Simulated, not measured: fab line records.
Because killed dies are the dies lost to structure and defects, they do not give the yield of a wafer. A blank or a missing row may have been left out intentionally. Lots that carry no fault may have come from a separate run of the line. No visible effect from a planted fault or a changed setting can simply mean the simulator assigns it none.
Struck lot and sound lot, side by side || flow rit_cmos || 18 out of 202 route steps
Sound: wafers L920.1, L920.5, L920.6. Wafers L909.2, L909.4, L909.6 were the ones struck. The cause is given at the end.
Per side, at each step with rows, come the tool, then ch with its chambers, and then its first start. Under that, the readings that differ: sound wafers || struck wafers || difference of the means || sigmas: that difference in standard deviations of wafers without a fault.
alike: readings whose means differ by less than 2 such deviations, and words and numbers that are the same on both sides. not compared: withheld readings, readings that some wafer has no value for, bounds like >300 that may hide the same value, and numbers for which the record gives no deviation and whose values overlap.
The two part at a step that has a row with sigmas, a row that says differs or no value, or rows on one side only. When numbers do not overlap yet have no deviation, they are printed without sigmas and do not part them. A reading that every wafer of one side lacks parts them only if that side has two wafers or more.

first, 4 steps without rows for these wafers: RIT_NSD_SOFTBAKE_02 (time 60 s); RIT_NSD_EXPOSE_03 (exposes mask M9, target cd 40700 nm); RIT_NSD_PEB_04; RIT_NSD_DEVELOP_05 (develop time 50 s).
RIT_NSD_OVL_MEAS_06:
  sound on overlay-01 at day 7 09:43; struck on overlay-02 at day 5 00:47
  alike: NSD_OVL
then, 2 steps without rows for these wafers: RIT_NSD_HARDBAKE_07 (time 60 s); RIT_NSD_IMPLANT_08.
RIT_NSD_STRIP_09: strips in O2, time 180 s.
  sound on plasma_asher-03 ch 0,1, day 7 10:04; struck on plasma_asher-01 ch 0, day 5 01:07
  alike: drypump_motor_current_A
  not compared: rf_hours_counter_h
RIT_NSD_TW_MEAS_10:
  sound on film_metro-02 at day 7 10:14; struck on film_metro-03 at day 5 01:19
{"reading": "NSD_TW", "sound": "3066 3068 3070", "struck": "3098 3117 3111", "difference": "+41", "sigmas": "+3"}
then, 3 steps without rows for these wafers: RIT_PSD_HMDS_00 (prime time 60 s); RIT_PSD_COAT_01 (resist thk 1000 nm); RIT_PSD_SOFTBAKE_02 (time 60 s).
RIT_PSD_EXPOSE_03: exposes mask M10, target cd 40900 nm.
  sound on iline_stepper-02 ch 0, day 7 10:57; struck on iline_stepper-01 ch 0, day 5 01:50
{"reading": "model.PSD.overlay_x_nm (nm)", "sound": "-1.572 -1.572 -1.572", "struck": "-151.9 -151.9 -151.9", "difference": -150.3, "sigmas": ""}
  alike: mask
then, 2 steps without rows for these wafers: RIT_PSD_PEB_04; RIT_PSD_DEVELOP_05 (develop time 50 s).
RIT_PSD_OVL_MEAS_06:
  sound on overlay-01 at day 7 11:21; struck on overlay-02 at day 5 02:13
{"reading": "PSD_OVL (nm)", "sound": "-1.7 -1.5 -2.7", "struck": "-152.0 -152.8 -151.8", "difference": -150.2, "sigmas": "-99 or more"}
then, 1 step without rows for these wafers: RIT_PSD_HARDBAKE_07 (time 60 s).
RIT_M1_PROBE_99:
  sound on prober-01 at day 7 19:43; struck on prober-02 at day 5 11:08
{"reading": "model.etest.select_edge_diode_p.leak_log10_a (angstrom)", "sound": "-10.49 -10.43 -10.39", "struck": "-9.264 -9.437 -9.146", "difference": "+1.154", "sigmas": ""}
  alike: killed_at_front_end, killed_dies, killed_open, killed_short

WHERE THEY PART
Earliest at RIT_NSD_TW_MEAS_10; latest, in this record, at RIT_PSD_OVL_MEAS_06. Later steps at which nothing parts them and some readings are alike: RIT_M1_PROBE_99.

WHY: what the simulator had put in
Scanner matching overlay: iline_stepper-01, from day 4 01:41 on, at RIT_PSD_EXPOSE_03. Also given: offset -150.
